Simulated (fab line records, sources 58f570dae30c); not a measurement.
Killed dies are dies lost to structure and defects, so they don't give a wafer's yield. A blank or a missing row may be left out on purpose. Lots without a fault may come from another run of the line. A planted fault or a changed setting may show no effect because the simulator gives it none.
One fault seen from 2 desks | flow berkeley_cmos170 | each desk has only its own numbers; what lay behind them comes last

THE METROLOGY DESK
What the gauges read, lot by lot, whatever tool the lot ran on: means of the sampled wafers that have a number. A lot is out of limits, marked OUT, if its mean lies more than 4 standard deviations from the usual mean; the brackets give that distance.
Columns: A = START_OXIDE_THK at UCB170_START_THK_MEAS_03, usual 20.04 nm; B = WELLDRIVE_OXIDE_THK at UCB170_WELLDRIVE_THK_MEAS_02, usual 199 nm; C = cd_nm at UCB170_NLDD_CD_MEAS_06, usual 1199.6 nm
lot  | first seen here | A     | B   | C
L980 | day 1 13:14     | 20.22 | 198 | 1200.9
L981 | day 1 20:46     | 20.32 | 196 | 1198.9
L982 | day 1 22:24     | 19.91 | 200 | 1198.5
L983 | day 2 05:03     | 19.77 | 203 | 1199.9
L984 | day 2 09:50     | 20.07 | 197 | 1200.3
L986 | day 2 19:19     | 20.10 | 201 | 1199.0
L987 | day 2 23:58     | 20.08 | 195 | 1198.4
L988 | day 3 07:34     | 19.90 | 200 | 1200.8
L990 | day 3 16:15     | 20.37 | 196 | 1200.4
L992 | day 4 02:49     | 19.66 | 196 | 1198.2
L994 | day 4 13:50     | 19.84 | 195 | 1199.7
L998 | day 5 11:16     | 20.01 | 196 | 1197.9
L102 | day 6 06:03     | 20.11 | 194 | 1237.9 (+29) OUT
L103 | day 6 09:13     | 19.73 | 196 | 1237.3 (+29) OUT
This desk's finding: out of limits on L102, L103; first on L102, day 11 11:32 (cd_nm at UCB170_NLDD_CD_MEAS_06). In limits: L980, L981, L982, L983, L984, L986, L987, L988, L990, L992, L994, L998.

THE TOOL OWNER'S DESK: litho_track-04
The tool's own readings at UCB170_NLDD_PEB_04: means of the sampled wafers that have a number, for each lot that ran on this tool. A lot is out of limits, marked OUT, if its mean lies more than 4 standard deviations from the usual mean; the brackets give that distance.
Columns: A = heater_power_total_W at UCB170_NLDD_PEB_04, usual 56.79 W; B = plate_temp_C at UCB170_NLDD_PEB_04, usual 130.03 C
lot  | first seen here | A                       | B
L982 | day 6 05:00     | 56.81                   | 130.07
L981 | day 6 05:52     | 56.75                   | 130.30
L986 | day 7 11:10     | 56.75                   | 129.96
L988 | day 8 10:26     | 56.82                   | 130.10
L992 | day 9 00:40     | 56.80                   | 130.18
L102 | day 11 11:16    | 61.27 (+99 or more) OUT | 137.88 (+56) OUT
L103 | day 11 11:32    | 61.26 (+99 or more) OUT | 137.76 (+55) OUT
This desk's finding: out of limits on L102, L103; first on L102, day 11 11:16 (heater_power_total_W at UCB170_NLDD_PEB_04). In limits: L982, L981, L986, L988, L992.

PUT TOGETHER
The tool owner's desk could have raised an alarm at day 11 11:16, on L102, L103.
The metrology desk could have raised an alarm at day 11 11:32, on L102, L103.
Of the lots named, all ran UCB170_NLDD_PEB_04 on litho_track-04.

WHAT THE SIMULATOR HAD PUT IN
Process parameter drift: litho_track-04, from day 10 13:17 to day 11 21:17, at UCB170_NLDD_PEB_04. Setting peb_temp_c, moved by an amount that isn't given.
Lots struck among those shown: L102, L103.
Hours from the fault's start to each desk's first reading out of limits: the tool owner's desk, 22; the metrology desk, 22.
